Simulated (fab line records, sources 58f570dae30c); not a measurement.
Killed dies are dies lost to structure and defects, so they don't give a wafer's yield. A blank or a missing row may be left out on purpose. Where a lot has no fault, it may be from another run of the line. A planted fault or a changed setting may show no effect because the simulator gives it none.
Which tool was responsible? :: flow berkeley-cmos170 :: 42 wafers sampled from 14 lots at 1 step of a route of 331

WHAT THE GAUGES SHOWED, per wafer
UCB170_GATE_OVL_MEAS_13.
lot: L485
measured: day 5 23:59
on: overlay-01
GATE_OVL (nm): 8 6 9

lot: L487
measured: day 6 15:08
on: overlay-01
GATE_OVL (nm): 1 2 1

lot: L488
measured: day 6 15:23
on: overlay-02
GATE_OVL (nm): 1 -4 0

lot: L489
measured: day 6 21:08
on: overlay-02
GATE_OVL (nm): 7 7 6

lot: L491
measured: day 7 02:53
on: overlay-02
GATE_OVL (nm): 2 6 3

lot: L490
measured: day 7 03:03
on: overlay-02
GATE_OVL (nm): -2 -3 -3

lot: L492
measured: day 7 03:13
on: overlay-02
GATE_OVL (nm): -1 -4 -4

lot: L496
measured: day 8 03:53
on: overlay-01
GATE_OVL (nm): -2 -5 -6

lot: L499
measured: day 8 18:26
on: overlay-01
GATE_OVL (nm): -10 -6 -8

lot: L501
measured: day 8 23:16
on: overlay-02
GATE_OVL (nm): -7 -5 -2

lot: L504
measured: day 9 20:58
on: overlay-01
GATE_OVL (nm): -1 5 -3

lot: L505
measured: day 9 21:05
on: overlay-01
GATE_OVL (nm): 15 4 10

lot: L506
measured: day 10 04:35
on: overlay-02
GATE_OVL (nm): 1 3 0

lot: L508
measured: day 10 11:47
on: overlay-02
GATE_OVL (nm): 9 13 9

EACH LOT AND THE TOOL THAT RAN IT (in order: tool; ch and the chambers of the sampled wafers; start)
Record: no process step prior to these readings.

AS READ BY THE TOOLS THEMSELVES (means over the sampled wafers that have a number; for cases with no such wafer, the mark the record gives instead)
The record holds no such reading with a usual standard deviation.

THE ANSWER, worked out from the rows above alone
Rule: the usual values come from the lots themselves. Put in order of their means at a reading, lots are off if they are a third of the lots or fewer, leave a main group of 4 or more, and stand apart from it by a gap of 3 or more times the standard deviation of the main group's means; of several such gaps the widest counts. A main group is skipped when, at the precision printed for the reading in the tables above, its means are all equal. A lot without any number at a reading at which 4 lots or more have one is off too. Any other lot the step has rows for is counted as sound. First the gauges in route order, then the tools' own readings, where a lot's mean is used as printed above. At the first step where some lot is off, the reading lying furthest off is the one used; lots without a number count as furthest.
Across all readings shown, no lot is off: no conclusion can be drawn from this.

WHAT THE SIMULATOR PUT IN
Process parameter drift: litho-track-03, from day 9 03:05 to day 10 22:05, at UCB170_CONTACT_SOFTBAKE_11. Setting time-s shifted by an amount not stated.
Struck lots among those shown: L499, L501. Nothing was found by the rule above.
